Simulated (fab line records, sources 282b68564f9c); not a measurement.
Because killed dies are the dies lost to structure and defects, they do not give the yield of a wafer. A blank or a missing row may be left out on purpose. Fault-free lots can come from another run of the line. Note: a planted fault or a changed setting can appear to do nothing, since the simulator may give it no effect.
fab line records | flow rit-cmos
record: lots: 6 wafers: 18 last-day: 6
route steps=202 shown SDANNEAL@153 PSD@157 NSD@158 PLDD@159 NLDD@160 SILICIDE@161 CONTACT@168 M1@184
lots with no fault: from the same line, run without faults
start-h: hours from the record's first day to the start of the lot's first wafer shown | wait-h: hours elapsed since this lot's preceding step | " the same as in the row above | L1.1+2: a row that stands for several wafers | - no value, or no start was given | * or withheld: withheld | < > ~ a bound
route shown NAME@n: NAME is a module with steps in the file, n the number in the route of the first one | usual: mean and standard deviation over wafers with no fault | same: alike in all rows | chamber/n: place in a boat | sites: per-site readings | _std_site: the standard deviation of these | _edge_site: mean of outer sites minus mean of inner sites | radius-mm: for every site, how far away it sits from the centre of the wafer | mask NAME#n: copy n | behind: the tool/chamber that last shaped the wafer | hold: the reason the lot was held/the length of the hold in hours/how it ended | device: whichever transistor did not switch (one of n, p or np) | end of line: tests of these same wafers at the route's end | a step without rows: its recipe alone | killed: at the first sort, the dies lost to defects and structure; wafer yield is something else | map: a wafer's dies, marking killed ones x, the rest . and places with no die _
set.NAME: the setting that was run; set.NAME@STEP: the one run at that earlier step | model.NAME: the simulator's own value behind a step, which no gauge read
certain route steps with their lots: each step a table, each wafer a row
services: a tool's chamber out of use, with start hour (start-h, from the record's first day; less than 0 if before it), hours out, and reason
== steps ==
step: RIT_SDANNEAL_CLEAN_00
recipe: chemistry: SC1 mix: 3:3:50 time-s: 600 temp-c: 73.87
step: RIT_SDANNEAL_CLEAN_01
recipe: chemistry: dHF dilution: 50:1 time-s: 30
step: RIT_SDANNEAL_CLEAN_02
recipe: chemistry: SC2 mix: 3:3:50 time-s: 600 temp-c: 75 dry: n2-spin
step: RIT_SDANNEAL_RTA_03
recipe: temp-c: 1050 time-s: 5 idle-temp-c: 600 ramp-up-c-per-s: 342 ramp-down-c-per-s: 171 cool-to-c: 600 ambient: N2
usual: ramp-up-c-per-s: 342.00/0.061 wafer_temp_C_max: 1053.5/1.2
columns lot.wafer tool chamber start-h wait-h ramp-up-c-per-s wafer_temp_C_max
L677.1 rtp-anneal-02 0 66.17 0.0 342.07 1051.2
L677.2 " 0 " " 342.02 1053.7
L677.4 " 0 " " 341.99 1053.1
L678.1 rtp-anneal-01 0 67.47 0.0 341.94 1053.7
L678.2 " 0 " " 341.89 1053.5
L678.6 " 0 " " 341.89 1054.4
L683.2 rtp-anneal-02 0 94.48 0.0 342.06 1053.2
L683.3 " 0 " " 341.97 1054.4
L683.4 " 0 " " 341.97 1053.1
L684.1 rtp-anneal-01 0 96.87 0.0 342.02 1053.2
L684.4 " 0 " " 342.07 1052.7
L684.5 " 0 " " 342.00 1053.6
L686.2 rtp-anneal-01 0 108.36 0.0 341.92 1055.3
L686.3 " 0 " " 342.08 1053.1
L686.6 " 0 " " 341.99 1053.3
L693.1 rtp-anneal-02 0 145.01 0.0 342.07 1054.7
L693.3 " 0 " " 342.17 1052.1
L693.6 " 0 " " 342.17 1052.7
step: RIT_SDANNEAL_RS_MEAS_04
recipe: thk-meas-gauge: four-point-probe
usual: PSD_RS: 115.90/0.28
columns lot.wafer tool chamber start-h wait-h PSD_RS[ohm/sq]
L677.1 film-metro-02 - 66.23 0.0 116.35
L677.2 " - " " 116.02
L677.4 " - " " 115.77
L678.1 film-metro-02 - 67.53 0.0 115.79
L678.2 " - " " 115.86
L678.6 " - " " 116.39
L683.2 film-metro-02 - 94.55 0.1 115.82
L683.3 " - " " 115.96
L683.4 " - " " 115.88
L684.1 film-metro-01 - 96.93 0.0 115.70
L684.4 " - " " 116.16
L684.5 " - " " 115.87
L686.2 film-metro-02 - 108.43 0.1 115.72
L686.3 " - " " 115.64
L686.6 " - " " 115.90
L693.1 film-metro-04 - 145.07 0.0 116.03
L693.3 " - " " 116.18
L693.6 " - " " 116.01
step: RIT_SDANNEAL_RS_MEAS_05
recipe: thk-meas-gauge: four-point-probe
usual: NSD_RS: 84.6/0.31
columns lot.wafer tool chamber start-h wait-h NSD_RS[ohm/sq]
L677.1 film-metro-02 - 66.35 0.1 84.4
L677.2 " - " " 84.8
L677.4 " - " " 84.6
L678.1 film-metro-02 - 67.65 0.1 85.3
L678.2 " - " " 85.1
L678.6 " - " " 85.0
L683.2 film-metro-02 - 94.67 0.1 84.7
L683.3 " - " " 84.9
L683.4 " - " " 84.9
L684.1 film-metro-01 - 97.05 0.1 84.8
L684.4 " - " " 84.4
L684.5 " - " " 84.4
L686.2 film-metro-02 - 108.55 0.1 84.9
L686.3 " - " " 84.9
L686.6 " - " " 84.6
L693.1 film-metro-04 - 145.19 0.1 85.0
L693.3 " - " " 84.5
L693.6 " - " " 84.8
step: RIT_SDANNEAL_RS_MEAS_06
recipe: thk-meas-gauge: four-point-probe
usual: PLDD_RS: 178.6/0.39
columns lot.wafer tool chamber start-h wait-h PLDD_RS[ohm/sq]
L677.1 film-metro-02 - 66.47 0.1 179.1
L677.2 " - " " 178.8
L677.4 " - " " 178.6
L678.1 film-metro-02 - 67.77 0.1 178.3
L678.2 " - " " 178.7
L678.6 " - " " 178.5
L683.2 film-metro-02 - 94.79 0.1 178.5
L683.3 " - " " 178.9
L683.4 " - " " 178.5
L684.1 film-metro-01 - 97.17 0.1 178.4
L684.4 " - " " 179.3
L684.5 " - " " 178.8
L686.2 film-metro-02 - 108.67 0.1 178.7
L686.3 " - " " 178.7
L686.6 " - " " 178.5
L693.1 film-metro-04 - 145.31 0.1 179.4
L693.3 " - " " 179.2
L693.6 " - " " 178.9
step: RIT_SDANNEAL_RS_MEAS_07
recipe: thk-meas-gauge: four-point-probe
usual: NLDD_RS: 151.8/0.5
columns lot.wafer tool chamber start-h wait-h NLDD_RS[ohm/sq]
L677.1 film-metro-02 - 66.59 0.1 152.3
L677.2 " - " " 150.8
L677.4 " - " " 152.0
L678.1 film-metro-02 - 67.89 0.1 152.2
L678.2 " - " " 152.0
L678.6 " - " " 151.7
L683.2 film-metro-02 - 94.91 0.1 152.4
L683.3 " - " " 153.1
L683.4 " - " " 152.6
L684.1 film-metro-01 - 97.29 0.1 151.9
L684.4 " - " " 151.5
L684.5 " - " " 152.0
L686.2 film-metro-02 - 108.79 0.1 151.3
L686.3 " - " " 151.6
L686.6 " - " " 151.7
L693.1 film-metro-04 - 145.43 0.1 152.4
L693.3 " - " " 152.3
L693.6 " - " " 152.5
step: RIT_SILICIDE_WET_ETCH_00
recipe: chemistry: BOE target: SiO2 target-depth-nm: 14 time-s: 15 dry: n2-spin dilution: 10:1 temp-c: 21.5
step: RIT_SILICIDE_SPUTTER_01
recipe: material: Ti target-thk-nm: 30 power-w: 350 chamber-pressure-pa: 0.667 gas: Ar time-s: 240 substrate-temp-c: 25
step: RIT_SILICIDE_RS_MEAS_02
recipe: thk-meas-gauge: four-point-probe reads: Ti_of_SILICIDE_SPUTTER_01
usual: SILICIDE_TI_RS: 48.0/0.73
columns lot.wafer tool chamber start-h wait-h SILICIDE_TI_RS[ohm/sq]
L677.1 film-metro-04 - 66.87 0.1 47.8
L677.2 " - " " 48.3
L677.4 " - " " 47.5
L678.1 film-metro-03 - 68.17 0.1 48.0
L678.2 " - " " 47.3
L678.6 " - " " 48.2
L683.2 film-metro-04 - 96.03 0.2 49.8
L683.3 " - " " 48.4
L683.4 " - " " 49.3
L684.1 film-metro-02 - 97.58 0.1 47.3
L684.4 " - " " 46.8
L684.5 " - " " 46.8
L686.2 film-metro-03 - 109.07 0.1 47.2
L686.3 " - " " 48.0
L686.6 " - " " 47.4
L693.1 film-metro-03 - 145.71 0.1 47.3
L693.3 " - " " 47.6
L693.6 " - " " 48.0
step: RIT_SILICIDE_THK_MEAS_03
recipe: thk-meas-gauge: xrf reads: Ti_of_SILICIDE_SPUTTER_01
usual: SILICIDE_TI_THK: 29.7/0.38
columns lot.wafer tool chamber start-h wait-h SILICIDE_TI_THK[nm]
L677.1 film-metro-04 - 66.99 0.1 29.6
L677.2 " - " " 29.4
L677.4 " - " " 29.7
L678.1 film-metro-03 - 68.29 0.1 29.7
L678.2 " - " " 30.1
L678.6 " - " " 29.6
L683.2 film-metro-04 - 96.14 0.1 28.7
L683.3 " - " " 29.4
L683.4 " - " " 29.0
L684.1 film-metro-02 - 97.70 0.1 30.3
L684.4 " - " " 30.2
L684.5 " - " " 30.5
L686.2 film-metro-03 - 109.18 0.1 30.2
L686.3 " - " " 29.8
L686.6 " - " " 29.9
L693.1 film-metro-03 - 145.83 0.1 30.0
L693.3 " - " " 29.9
L693.6 " - " " 29.6
step: RIT_SILICIDE_RTA_04
recipe: temp-c: 650 time-s: 10 idle-temp-c: 25 ramp-up-s: 5 ramp-down-s: 5 cool-to-c: 25 ambient: N2
usual: wafer_temp_C_max: 653.7/0.72
columns lot.wafer tool chamber start-h wait-h wafer_temp_C_max
L677.1 rtp-anneal-01 0 67.05 0.1 654.1
L677.2 " 0 " " 654.3
L677.4 " 0 " " 653.5
L678.1 rtp-anneal-02 0 68.35 0.1 654.7
L678.2 " 0 " " 654.1
L678.6 " 0 " " 653.4
L683.2 rtp-anneal-01 0 96.21 0.1 652.7
L683.3 " 0 " " 655.6
L683.4 " 0 " " 653.0
L684.1 rtp-anneal-02 0 97.76 0.1 654.0
L684.4 " 0 " " 654.1
L684.5 " 0 " " 653.3
L686.2 rtp-anneal-02 0 109.24 0.1 655.5
L686.3 " 0 " " 654.5
L686.6 " 0 " " 654.2
L693.1 rtp-anneal-01 0 145.89 0.1 653.3
L693.3 " 0 " " 653.9
L693.6 " 0 " " 652.6
step: RIT_SILICIDE_WET_ETCH_05
recipe: chemistry: SPM target: Ti temp-c: 90 time-s: 120 dry: n2-spin
step: RIT_SILICIDE_RTA_06
recipe: temp-c: 750 time-s: 10 idle-temp-c: 25 ramp-up-s: 5 ramp-down-s: 10 cool-to-c: 25 ambient: N2
usual: wafer_temp_C_max: 754.1/0.87
columns lot.wafer tool chamber start-h wait-h wafer_temp_C_max
L677.1 rtp-anneal-02 0 67.16 0.0 757.1
L677.2 " 0 " " 752.9
L677.4 " 0 " " 753.5
L678.1 rtp-anneal-01 0 68.46 0.0 753.5
L678.2 " 0 " " 754.9
L678.6 " 0 " " 753.8
L683.2 rtp-anneal-02 0 96.36 0.0 754.0
L683.3 " 0 " " 755.0
L683.4 " 0 " " 754.2
L684.1 rtp-anneal-01 0 97.91 0.0 753.1
L684.4 " 0 " " 754.5
L684.5 " 0 " " 754.3
L686.2 rtp-anneal-01 0 109.35 0.0 753.7
L686.3 " 0 " " 754.7
L686.6 " 0 " " 755.1
L693.1 rtp-anneal-02 0 146.01 0.0 754.5
L693.3 " 0 " " 752.9
L693.6 " 0 " " 754.2
step: RIT_CONTACT_CVD_00
recipe: material: SiO2 target-thk-nm: 400 precursor: TEOS temp-c: 390 time-s: 61 rf-w: 400
step: RIT_CONTACT_THK_MEAS_01
recipe: reads: SiO2_of_CONTACT_CVD_00
usual: CONTACT_TEOS_THK: 399/5.2
columns lot.wafer tool chamber start-h wait-h CONTACT_TEOS_THK[nm]
L677.1 film-metro-04 - 67.28 0.0 390
L677.2 " - " " 387
L677.4 " - " " 403
L678.1 film-metro-04 - 68.58 0.0 403
L678.2 " - " " 401
L678.6 " - " " 413
L683.2 film-metro-04 - 96.47 0.0 400
L683.3 " - " " 407
L683.4 " - " " 406
L684.1 film-metro-01 - 98.03 0.0 397
L684.4 " - " " 405
L684.5 " - " " 400
L686.2 film-metro-04 - 109.46 0.0 401
L686.3 " - " " 399
L686.6 " - " " 406
L693.1 film-metro-04 - 146.12 0.0 396
L693.3 " - " " 399
L693.6 " - " " 402
step: RIT_CONTACT_HMDS_02
recipe: prime-time-s: 60 prime-temp-c: 140
step: RIT_CONTACT_COAT_03
recipe: resist: NOVOLAK spin-rpm: 3250 resist-thk-nm: 1000
step: RIT_CONTACT_SOFTBAKE_04
recipe: resist: NOVOLAK temp-c: 90 time-s: 60
step: RIT_CONTACT_EXPOSE_05
recipe: mask-id: M11 na: 0.6 source-shape: conventional sigma-outer: 0.5 target-cd-nm: 1000 dose-mj: 250
step: RIT_CONTACT_PEB_06
recipe: resist: NOVOLAK temp-c: withheld time-s: withheld
step: RIT_CONTACT_DEVELOP_07
recipe: resist: NOVOLAK develop-time-s: 123 dev-temp-c: 23
step: RIT_CONTACT_CD_MEAS_08
recipe: target-cd-nm: 1000
usual: cd-nm: 1000.4/2.5
columns lot.wafer tool chamber start-h wait-h cd-nm
L677.1 cd-sem-02 - 68.31 - 998.7
L677.2 " - " " 1000.1
L677.4 " - " " 999.1
L678.1 cd-sem-01 - 69.73 - 998.7
L678.2 " - " " 999.2
L678.6 " - " " 1000.2
L683.2 cd-sem-02 - 97.51 - 999.8
L683.3 " - " " 1000.0
L683.4 " - " " 998.8
L684.1 cd-sem-02 - 99.18 - 998.1
L684.4 " - " " 1000.0
L684.5 " - " " 998.4
L686.2 cd-sem-01 - 110.50 - 995.5
L686.3 " - " " 996.5
L686.6 " - " " 997.3
L693.1 cd-sem-02 - 147.28 - 995.7
L693.3 " - " " 995.6
L693.6 " - " " 996.6
step: RIT_CONTACT_OVL_MEAS_09
usual: CONTACT_OVL: -0.2/1.6
columns lot.wafer tool chamber start-h wait-h CONTACT_OVL[nm]
L677.1 overlay-01 - 68.43 0.1 -3.0
L677.2 " - " " -2.5
L677.4 " - " " -2.6
L678.1 overlay-02 - 69.85 0.1 1.4
L678.2 " - " " 2.0
L678.6 " - " " -0.7
L683.2 overlay-02 - 97.61 0.1 0.7
L683.3 " - " " -1.3
L683.4 " - " " 0.9
L684.1 overlay-01 - 99.30 0.1 -0.4
L684.4 " - " " -0.8
L684.5 " - " " 1.1
L686.2 overlay-02 - 110.61 0.1 0.4
L686.3 " - " " -0.3
L686.6 " - " " 1.4
L693.1 overlay-02 - 147.40 0.1 2.3
L693.3 " - " " 3.2
L693.6 " - " " 4.4
step: RIT_CONTACT_HARDBAKE_10
recipe: resist: NOVOLAK temp-c: 140 time-s: 60
step: RIT_CONTACT_ETCH_11
recipe: target-depth-a: 4800 over-etch-frac: 0.2 stop-on: TiSi2 chemistry: CHF3/CF4/Ar target: SiO2 CHF3_flow_sccm: 50 cf4-flow-sccm: 10 Ar_flow_sccm: 100 O2_flow_sccm: 5 pressure-mtorr: 100 rf-w: 200 time-s: 320
usual: drypump-motor-current-A: 5.7/0.41 oes-product-au: 0.984/0.013 throttle-valve-pct: 8.86/0.17
same: over-etch-frac: 0.2
columns lot.wafer tool chamber start-h wait-h drypump-motor-current-A oes-product-au rf-hours-counter-h throttle-valve-pct
L677.1 rie-diel-04 1 68.61 0.1 6.4 0.999 7 9.00
L677.2 " 3 " " 5.5 1.005 39 9.09
L677.4 " 0 " " 6.1 0.959 108 8.59
L678.1 rie-diel-02 1 70.04 0.1 5.4 1.004 3 8.92
L678.2 " 3 " " 5.4 0.987 3 8.88
L678.6 " 0 " " 5.1 0.976 - 8.59
L683.2 rie-diel-02 0 97.79 0.1 5.1 0.972 7 8.60
L683.3 " 1 " " 5.4 0.995 3 8.91
L683.4 " 3 " " 5.5 0.989 3 8.89
L684.1 rie-diel-03 3 99.49 0.1 6.1 0.989 3 8.94
L684.4 " 2 " " 6.4 0.983 151 8.73
L684.5 " 1 " " 6.0 0.989 - 9.03
L686.2 rie-diel-02 3 110.80 0.1 5.5 0.977 4 8.86
L686.3 " 2 " " 5.7 0.982 10 8.71
L686.6 " 1 " " 5.4 1.000 - 8.92
L693.1 rie-diel-02 2 147.58 0.1 5.6 0.977 11 8.71
L693.3 " 1 " " 5.4 0.996 4 8.92
L693.6 " 3 " " 5.5 0.979 - 8.90
step: RIT_CONTACT_STRIP_12
recipe: chemistry: O2 time-s: 180 resist: NOVOLAK platen-temp-c: withheld power-w: 500 pressure-mtorr: 4000 o2-flow-sccm: 4000
usual: drypump-motor-current-A: 5.94/0.28
columns lot.wafer tool chamber start-h wait-h drypump-motor-current-A rf-hours-counter-h
L677.1 plasma-asher-01 0 68.81 0.1 5.64 43
L677.2 " 1 " " 5.63 43
L677.4 " 1 " " 5.66 -
L678.1 plasma-asher-01 1 70.23 0.1 5.67 44
L678.2 " 0 " " 5.64 44
L678.6 " 0 " " 5.63 -
L683.2 plasma-asher-04 1 97.99 0.1 6.42 43
L683.3 " 0 " " 6.09 -
L683.4 " 1 " " 6.41 -
L684.1 plasma-asher-01 0 99.68 0.1 5.64 47
L684.4 " 0 " " 5.66 -
L684.5 " 1 " " 5.66 -
L686.2 plasma-asher-04 1 110.99 0.1 6.40 44
L686.3 " 0 " " 6.07 -
L686.6 " 0 " " 6.08 -
L693.1 plasma-asher-02 0 147.78 0.1 6.05 3
L693.3 " 1 " " 5.71 -
L693.6 " 0 " " 6.05 -
step: RIT_CONTACT_CD_MEAS_90
recipe: target-cd-nm: 1000
usual: cd-nm: 1000.4/2.5
columns lot.wafer tool chamber start-h wait-h cd-nm
L677.1 cd-sem-02 - 68.98 0.1 999.0
L677.2 " - " " 999.8
L677.4 " - " " 999.3
L678.1 cd-sem-02 - 70.41 0.1 999.1
L678.2 " - " " 999.6
L678.6 " - " " 1000.3
L683.2 cd-sem-02 - 98.18 0.1 999.2
L683.3 " - " " 999.7
L683.4 " - " " 998.5
L684.1 cd-sem-02 - 99.86 0.1 998.1
L684.4 " - " " 1000.0
L684.5 " - " " 998.5
L686.2 cd-sem-01 - 111.19 0.1 995.8
L686.3 " - " " 997.0
L686.6 " - " " 997.0
L693.1 cd-sem-01 - 147.95 0.1 995.9
L693.3 " - " " 995.5
L693.6 " - " " 996.2
step: RIT_CONTACT_CLEAN_13
recipe: chemistry: SC1 mix: 3:3:50 time-s: 600 temp-c: 75
step: RIT_CONTACT_CLEAN_14
recipe: chemistry: SC2 mix: 3:3:50 time-s: 600 temp-c: 75 dry: n2-spin
step: RIT_M1_SPUTTER_00
recipe: material: Al target-thk-nm: 400 power-w: 2000 chamber-pressure-pa: 0.4 gas: Ar time-s: 500 substrate-temp-c: 25
usual: throttle-valve-pct: 29.7/0.97
columns lot.wafer tool chamber start-h wait-h throttle-valve-pct
L677.1 pvd-sputter-02 - 69.45 0.0 30.8
L677.2 " - " " 30.6
L677.4 " - " " 28.4
L678.1 pvd-sputter-01 - 70.88 0.0 30.5
L678.2 " - " " 30.9
L678.6 " - " " 30.5
L683.2 pvd-sputter-02 - 98.81 0.0 30.7
L683.3 " - " " 28.2
L683.4 " - " " 30.6
L684.1 pvd-sputter-03 - 100.68 0.0 28.4
L684.4 " - " " 29.2
L684.5 " - " " 29.2
L686.2 pvd-sputter-02 - 111.64 0.0 30.6
L686.3 " - " " 29.6
L686.6 " - " " 28.4
L693.1 pvd-sputter-03 - 148.42 0.0 28.4
L693.3 " - " " 29.9
L693.6 " - " " 29.0
step: RIT_M1_RS_MEAS_01
recipe: thk-meas-gauge: four-point-probe reads: Al_of_M1_SPUTTER_00
usual: M1_AL_RS: 0.0735/0.00072
columns lot.wafer tool chamber start-h wait-h M1_AL_RS[ohm/sq]
L677.1 film-metro-02 - 69.75 0.1 0.0751
L677.2 " - " " 0.0744
L677.4 " - " " 0.0731
L678.1 film-metro-02 - 71.17 0.1 0.0740
L678.2 " - " " 0.0738
L678.6 " - " " 0.0748
L683.2 film-metro-02 - 99.12 0.2 0.0731
L683.3 " - " " 0.0729
L683.4 " - " " 0.0734
L684.1 film-metro-01 - 100.97 0.1 0.0738
L684.4 " - " " 0.0728
L684.5 " - " " 0.0724
L686.2 film-metro-04 - 111.95 0.2 0.0727
L686.3 " - " " 0.0739
L686.6 " - " " 0.0728
L693.1 film-metro-01 - 148.71 0.1 0.0737
L693.3 " - " " 0.0725
L693.6 " - " " 0.0727
step: RIT_M1_THK_MEAS_02
recipe: thk-meas-gauge: xrf reads: Al_of_M1_SPUTTER_00
usual: M1_AL_THK: 398/4.2
columns lot.wafer tool chamber start-h wait-h M1_AL_THK[nm]
L677.1 film-metro-02 - 69.87 0.1 390
L677.2 " - " " 395
L677.4 " - " " 401
L678.1 film-metro-02 - 71.29 0.1 394
L678.2 " - " " 398
L678.6 " - " " 390
L683.2 film-metro-02 - 99.23 0.1 400
L683.3 " - " " 402
L683.4 " - " " 398
L684.1 film-metro-01 - 101.09 0.1 396
L684.4 " - " " 404
L684.5 " - " " 406
L686.2 film-metro-04 - 112.06 0.1 402
L686.3 " - " " 394
L686.6 " - " " 398
L693.1 film-metro-01 - 148.83 0.1 395
L693.3 " - " " 406
L693.6 " - " " 402
step: RIT_M1_HMDS_03
recipe: prime-time-s: 60 prime-temp-c: 140
step: RIT_M1_COAT_04
recipe: resist: NOVOLAK spin-rpm: 2000 resist-thk-nm: 1300
step: RIT_M1_SOFTBAKE_05
recipe: resist: NOVOLAK temp-c: 90 time-s: 60
step: RIT_M1_EXPOSE_06
recipe: mask-id: M12 na: 0.6 source-shape: conventional sigma-outer: 0.5 target-cd-nm: 2600 dose-mj: 246.6
step: RIT_M1_PEB_07
recipe: resist: NOVOLAK temp-c: withheld time-s: withheld
step: RIT_M1_DEVELOP_08
recipe: resist: NOVOLAK develop-time-s: 68 dev-temp-c: 23
step: RIT_M1_CD_MEAS_09
recipe: target-cd-nm: 2600
usual: cd-nm: 2599.7/2.6
columns lot.wafer tool chamber start-h wait-h cd-nm
L677.1 cd-sem-01 - 70.93 - 2598.6
L677.2 " - " " 2598.6
L677.4 " - " " 2599.0
L678.1 cd-sem-01 - 72.23 - 2598.3
L678.2 " - " " 2598.7
L678.6 " - " " 2599.2
L683.2 cd-sem-02 - 100.18 - 2599.6
L683.3 " - " " 2600.8
L683.4 " - " " 2602.0
L684.1 cd-sem-02 - 102.26 - 2601.4
L684.4 " - " " 2601.0
L684.5 " - " " 2600.7
L686.2 cd-sem-02 - 113.40 - 2600.4
L686.3 " - " " 2602.8
L686.6 " - " " 2602.4
L693.1 cd-sem-02 - 149.90 - 2597.4
L693.3 " - " " 2599.3
L693.6 " - " " 2598.8
step: RIT_M1_OVL_MEAS_10
usual: M1_OVL: 0.4/1.3
columns lot.wafer tool chamber start-h wait-h M1_OVL[nm]
L677.1 overlay-01 - 71.05 0.1 -1.5
L677.2 " - " " -0.2
L677.4 " - " " 0.1
L678.1 overlay-02 - 72.35 0.1 -0.9
L678.2 " - " " 1.7
L678.6 " - " " 2.0
L683.2 overlay-02 - 100.29 0.1 0.3
L683.3 " - " " 0.4
L683.4 " - " " -0.2
L684.1 overlay-02 - 102.38 0.1 0.7
L684.4 " - " " 0.6
L684.5 " - " " 0.9
L686.2 overlay-02 - 113.51 0.1 0.3
L686.3 " - " " -0.4
L686.6 " - " " -1.8
L693.1 overlay-02 - 150.02 0.1 0.0
L693.3 " - " " -1.3
L693.6 " - " " -2.6
step: RIT_M1_PROBE_99
usual: killed-at-front-end: 6.6/2.8 killed-dies: 6.6/2.8 killed-open: 3.3/1.9 killed-short: 3.2/1.8
same: gross-dies: 264 killed_at_M0_to_M3: 0 killed_at_M4_up: 0 killed-at-back-side: 0 killed-at-contacts: 0 killed-at-other: 0
columns lot.wafer tool chamber start-h wait-h killed-at-front-end killed-dies killed-open killed-short model.etest.contact-pplus.end-ohm-um model.etest.contact-nplus.end-ohm-um model.etest.npoly-line.rs-ohm-sq model.etest.ppoly-line.rs-ohm-sq model.etest.npoly-sal.rs-ohm-sq model.etest.ppoly-sal.rs-ohm-sq model.etest.pplus-sal.rs-ohm-sq model.etest.nplus-sal.rs-ohm-sq
L677.1 prober-02 - 73.59 0.1 4 4 3 1 42.53 41.38 17.02 16.57 4.321 4.308 4.318 4.307
L677.2 prober-02 - 73.64 0.1 6 6 3 3 42.18 41.54 17.08 16.58 4.41 4.341 4.357 4.353
L677.4 prober-02 - 73.74 0.2 8 8 3 5 42.67 42.71 16.93 16.32 4.345 4.327 4.283 4.291
L678.1 prober-01 - 75.09 0.1 8 8 2 6 44.66 43.51 17.09 16.53 4.324 4.303 4.3 4.294
L678.2 prober-01 - 75.14 0.1 4 4 3 1 43.81 42.18 17.07 16.64 4.315 4.289 4.302 4.278
L678.6 prober-01 - 75.34 0.2 5 5 4 1 43.61 41.87 17.05 16.58 4.381 4.299 4.296 4.294
L683.2 prober-02 - 102.87 0.1 1 1 0 1 43.3 40.52 17.16 16.85 4.502 4.491 4.453 4.413
L683.3 prober-02 - 102.92 0.2 5 5 4 1 42.92 43.41 17.09 16.57 4.369 4.382 4.322 4.288
L683.4 prober-02 - 102.97 0.2 10 10 5 5 43.21 41.87 17.21 16.66 4.434 4.406 4.392 4.404
L684.1 prober-01 - 105.01 0.1 5 5 3 2 49.5 44.41 16.03 15.51 4.064 4.003 4.067 4.026
L684.4 prober-01 - 105.16 0.2 7 7 6 1 50.37 44.49 15.99 15.5 4.045 4.021 3.996 3.967
L684.5 prober-01 - 105.21 0.2 11 11 8 3 49.43 44.79 15.86 15.47 4.064 4.062 4.09 4.049
L686.2 prober-01 - 116.11 0.1 5 5 3 2 46.86 45.97 15.94 15.48 4.07 4.034 4.034 4.02
L686.3 prober-01 - 116.16 0.2 5 5 2 3 43.8 45.95 16.08 15.76 4.132 4.099 4.085 4.12
L686.6 prober-01 - 116.31 0.2 5 5 3 2 45.91 45.1 16.05 15.68 4.048 4.022 4.027 4.032
L693.1 prober-02 - 152.71 0.1 10 10 6 4 45.02 42.38 16.9 16.41 4.307 4.313 4.307 4.306
L693.3 prober-02 - 152.81 0.2 4 4 1 3 44.57 41.17 16.95 16.55 4.323 4.317 4.312 4.325
L693.6 prober-02 - 152.96 0.2 7 7 4 3 45.01 41.56 16.96 16.52 4.393 4.332 4.344 4.345
killed by level:class
L677.1 FOX2:geometric-particle:open=1 GATE:geometric-particle:open=1 SPACER:geometric-particle:short=1 SILICIDE:geometric-particle:open=1
L677.2 GATE:geometric-particle:short=2 GATE:geometric-particle:open=2 REOX:geometric-particle:open=1 SPACER:geometric-particle:short=1
L677.4 SPACER:geometric-particle:open=2 SILICIDE:geometric-particle:short=2 GATE:geometric-particle:short=1 REOX:geometric-particle:open=1 REOX:geometric-particle:short=1 SPACER:geometric-particle:short=1
L678.1 GATE:geometric-particle:short=2 GATE:geometric-particle:open=2 ACTIVE:geometric-particle:short=1 FOX1:geometric-particle:short=1 REOX:geometric-particle:short=1 SPACER:geometric-particle:short=1
L678.2 FOX1:geometric-particle:open=1 GATE:geometric-particle:open=1 SPACER:geometric-particle:short=1 SILICIDE:geometric-particle:open=1
L678.6 SILICIDE:geometric-particle:open=2 GATE:geometric-particle:open=1 REOX:geometric-particle:open=1 SILICIDE:geometric-particle:short=1
L683.2 GATE:geometric-particle:short=1
L683.3 FOX1:geometric-particle:open=3 FOX2:geometric-particle:short=1 GATE:geometric-particle:open=1
L683.4 SPACER:geometric-particle:short=3 SPACER:geometric-particle:open=3 FOX1:geometric-particle:short=1 GATE:geometric-particle:open=1 GATE:geometric-particle:short=1 SILICIDE:geometric-particle:open=1
L684.1 GATE:geometric-particle:open=2 FOX2:geometric-particle:short=1 GATE:geometric-particle:short=1 SILICIDE:geometric-particle:open=1
L684.4 SPACER:geometric-particle:open=2 GATE:geometric-particle:open=2 FOX1:geometric-particle:open=1 GATE:geometric-particle:short=1 REOX:geometric-particle:open=1
L684.5 GATE:geometric-particle:open=5 FOX2:geometric-particle:open=3 FOX2:geometric-particle:short=2 GATE:geometric-particle:short=1
L686.2 FOX2:geometric-particle:open=2 FOX1:geometric-particle:short=1 SPACER:geometric-particle:short=1 SPACER:geometric-particle:open=1
L686.3 FOX1:geometric-particle:short=2 ACTIVE:geometric-particle:open=1 GATE:geometric-particle:open=1 GATE:geometric-particle:short=1
L686.6 FOX1:geometric-particle:short=1 GATE:geometric-particle:open=1 GATE:geometric-particle:short=1 REOX:geometric-particle:open=1 SILICIDE:geometric-particle:open=1
L693.1 GATE:geometric-particle:open=3 SILICIDE:geometric-particle:open=3 FOX1:geometric-particle:short=2 GATE:geometric-particle:short=2
L693.3 GATE:geometric-particle:short=3 FOX1:geometric-particle:open=1
L693.6 REOX:geometric-particle:short=2 SPACER:geometric-particle:open=2 FOX1:geometric-particle:open=1 FOX1:geometric-particle:short=1 GATE:geometric-particle:open=1
== services ==
columns tool chamber start-h hours kind
pvd-sputter-02 - 43.06 2.8 repair
rie-diel-02 3 46.97 1.7 repair
plasma-asher-02 - 47.67 6.0 repair
pvd-sputter-03 - 75.93 2.6 repair
plasma-asher-02 - 77.79 6.2 repair
rie-diel-03 - 101.04 41.0 repair
plasma-asher-01 - 105.85 1.3 repair
plasma-asher-01 - 108.39 19.9 repair
plasma-asher-02 - 108.75 9.0 pm
plasma-asher-02 0 108.75 9.0 vent-cycle
plasma-asher-02 1 108.75 9.0 vent-cycle
pvd-sputter-02 - 114.54 4.7 repair
plasma-asher-02 0 117.75 - clean
plasma-asher-02 1 117.75 - clean
rie-diel-03 0 136.82 14.8 repair
== key ==
first-sign none at tools or gauges
model-effect: step: RIT_M1_PROBE_99 value: etest.contact-pplus.end-ohm-um without: 44.13 struck: 47.65
met-at RIT_SILICIDE_RTA_04
struck-wafers L684.1,L684.4,L684.5,L686.2,L686.3,L686.6
tester-left-out L684,L686
onset-between 68.35 97.76
also-fits RIT_SDANNEAL_RTA_03:rtp-anneal-01,RIT_SILICIDE_RTA_06:rtp-anneal-01
fault: kind: process-parameter-drift tool: rtp-anneal-02 chamber: - onset-h: 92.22 steps: RIT_SILICIDE_RTA_04 channel: time-s offset: * shape: step end-h: 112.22 acts-in: * stated: *
tester-left-out: of these lots the tester's yield and bins aren't shown, on N5 and GAA mostly nor the transistor test; their killed dies are dies lost to structure and defects alone, not to doping, threshold or leakage, so they don't give the yield
